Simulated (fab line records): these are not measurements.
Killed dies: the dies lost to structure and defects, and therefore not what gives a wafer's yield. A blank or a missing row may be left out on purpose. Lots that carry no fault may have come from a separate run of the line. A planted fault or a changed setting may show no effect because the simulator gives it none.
8D (eight disciplines) problem report, filled in by code | flow berkeley-cmos170 | the parts of the form that need people (team, actions taken, sign-off) are left out

1. WHAT IS WRONG
chamber-pressure-mTorr at UCB170_M2_METAL_ETCH_18 reads a mean of 9.594 mTorr on 2 wafers of 2 lots; wafers without a fault read 12.001 mTorr with a standard deviation of 0.011. That is -99 or more standard deviations from the usual mean.
The step: etches Al in Cl2/BCl3, stops on SiO2, target depth 1170 nm, time 195 s.
Earliest sighting: wafer L311.2 on rie-metal-02 at day 10 09:38. The record holds 42 wafers of 14 lots with a number at this step. By rule, "out" or "out of limits" means more than 4 standard deviations away from the usual mean. All remaining wafers that have a number are taken as sound.

2. WHAT IT IS, WHAT IT ISN'T
question                    | is                     | is not
which readings at this step | chamber-pressure-mTorr | drypump-motor-current-A, oes-product-au, throttle-valve-pct
which lots                  | L311, L316             | L300, L301, L302, L303, L304, L305, L306, L310, L317, L319, L321, L322
which wafers of those lots  | L311.2, L316.2         | L311.3, L311.5, L316.3, L316.6
read on which tools         | rie-metal-02           | rie-metal-01, rie-metal-04
when                        | from day 10 09:38      | up to then (26 sound wafers); but 14 sound wafers of L316, L317, L319, L321, L322 came after

3. WHAT RULES OUT EACH SUSPECT
Counting: a tool at a process step up to the reading stays a suspect if it ran every lot that is out. Sound lots after the first of them don't rule it out here, since some wafers of a struck lot are sound.
- plasma-asher-02 at UCB170_BACKSIDE_STRIP_03 (strips in O2): kept. It ran every lot that is out, first L311 (day 9 12:13); its last sound lot up to then is L305 (day 8 20:11).
- pvd-sputter-04 at UCB170_SILICIDE_SPUTTER_01 (material Ti, target thk 30 nm, time 25 s): kept. It ran every lot that is out, first L311 (day 9 13:10); its last sound lot up to then is L305 (day 8 21:09).
- rie-metal-02 at UCB170_M2_METAL_ETCH_18 (etches Al in Cl2/BCl3, stops on SiO2, target depth 1170 nm, time 195 s): kept. It ran every lot that is out, first L311 (day 10 09:38); its last sound lot up to then is L310 (day 9 19:35). On those wafers its own readings are out: chamber-pressure-mTorr.
- The sound lot-mates ran in chamber 0 of rie-metal-02 at UCB170_M2_METAL_ETCH_18, but the wafers that are out ran in chamber 1.
The count leaves plasma-asher-02 at UCB170_BACKSIDE_STRIP_03, pvd-sputter-04 at UCB170_SILICIDE_SPUTTER_01, and rie-metal-02 at UCB170_M2_METAL_ETCH_18.

4. THE CAUSE (what the simulator had put in)
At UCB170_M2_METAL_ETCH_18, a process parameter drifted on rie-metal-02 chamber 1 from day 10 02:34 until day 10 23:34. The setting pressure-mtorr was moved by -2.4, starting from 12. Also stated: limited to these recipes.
After counting, 3 suspects remain, this tool included.

5. SEQUENCE OF EFFECTS, ordered by route
Each row: a reading whose mean over the struck wafers that have a number lies more than 3 standard deviations from the usual. Scope: only readings with a usual standard deviation given in the record; hours: median across lots of the time from each lot's start at the first step in this table that gives one to its start at this step; sigmas: change in usual standard deviations.
hours | step                    | reading                | usual        | on struck wafers | change | sigmas
0     | UCB170_M2_METAL_ETCH_18 | chamber-pressure-mTorr | 12.001 mTorr | 9.594            | -2.407 | -99 or more
Here are the process steps it includes:
- UCB170_M2_METAL_ETCH_18: etches Al in Cl2/BCl3, stops on SiO2, target depth 1170 nm, time 195 s.

6. WHAT WOULD HAVE CAUGHT IT SOONER
In this record no reading fell out of limits until day 10 09:38, 7 hours after the fault had begun at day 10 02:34.
